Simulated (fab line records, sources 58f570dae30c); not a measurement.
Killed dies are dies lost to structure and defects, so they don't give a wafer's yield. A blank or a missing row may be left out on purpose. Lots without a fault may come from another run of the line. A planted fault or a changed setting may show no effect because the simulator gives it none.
Problem report in the 8D (eight disciplines) form, filled by code | flow berkeley_cmos170 | the parts of the form that need people (team, actions taken, sign-off) are left out

1. THE PROBLEM
PSD_RS at UCB170_SDANNEAL_RS_MEAS_02 reads a mean of 104.76 ohm/sq on 6 wafers of 2 lots; wafers without a fault read 75.57 ohm/sq with a standard deviation of 0.27. That is +99 or more standard deviations from the usual mean.
The step: measures by four-point-probe.
First seen on wafer L591.3, day 8 13:53, on film_metro-02. The record holds 39 wafers of 13 lots with a number at this step. Rule for "out", or "out of limits": more than 4 standard deviations from the usual mean. The other wafers with a number count as sound.

2. WHAT IT IS AND WHAT IT IS NOT
question                    | is                           | is not
which readings at this step | PSD_RS                       | -
which lots                  | L591, L593                   | L583, L584, L585, L586, L587, L597, L598, L599, L601, L604, L605
which wafers of those lots  | all that have a number       | -
read on which gauges        | film_metro-02, film_metro-03 | film_metro-04
when                        | from day 8 13:53             | up to then (15 sound wafers); but 18 sound wafers of L597, L598, L599, L601, L604, L605 came after

3. SUSPECTS, AND WHAT RULES EACH OUT
Counting: a tool at a process step up to the reading stays a suspect if it ran every lot that is out and no sound lot after the first of them.
- the gauge at UCB170_SDANNEAL_RS_MEAS_02: ruled out. The wafers that are out were read on 2 gauges (film_metro-02, film_metro-03).
- rtp_anneal-01 at UCB170_SDANNEAL_RTA_01 (time 5 s): kept. It ran every lot that is out, first L591 (day 8 13:48), and no sound lot after that; its last sound lot up to then is L587 (day 7 07:26).
Left after counting: rtp_anneal-01 at UCB170_SDANNEAL_RTA_01.

4. THE CAUSE (what the simulator had put in)
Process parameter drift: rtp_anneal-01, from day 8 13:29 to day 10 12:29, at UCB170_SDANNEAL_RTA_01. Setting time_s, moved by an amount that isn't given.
Counting left only this tool.

5. THE CHAIN OF EFFECTS, in route order
Each row: a reading whose mean over the struck wafers that have a number lies more than 3 standard deviations from the usual. Only readings for which the record gives a usual standard deviation are gone through. hours: the time from each lot's start at the first step in this table that gives one to its start at this step, as a median over the lots. sigmas: the change in usual standard deviations.
hours | step                       | reading | usual         | on struck wafers | change | sigmas
0     | UCB170_SDANNEAL_RS_MEAS_02 | PSD_RS  | 75.57 ohm/sq  | 104.76           | +29.19 | +99 or more
0     | UCB170_SDANNEAL_RS_MEAS_03 | NSD_RS  | 37.29 ohm/sq  | 40.63            | +3.34  | +40
0     | UCB170_SDANNEAL_RS_MEAS_04 | PLDD_RS | 1032.0 ohm/sq | 1049.3           | +17.3  | +7.2

6. WHAT WOULD HAVE CAUGHT IT SOONER
In this record the first reading out of limits at a measuring or inspecting step was taken at day 8 13:53, 0 hours after the fault began at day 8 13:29.
Of the tool readings at UCB170_SDANNEAL_RTA_01 for which the record gives a usual standard deviation, none was out on any struck wafer, so an alarm limit of 4 standard deviations on them would not have fired.
Of the lots that are out (2), L593 began UCB170_SDANNEAL_RTA_01 on rtp_anneal-01 after day 8 13:53. A hold on the tool at that time would have spared it.
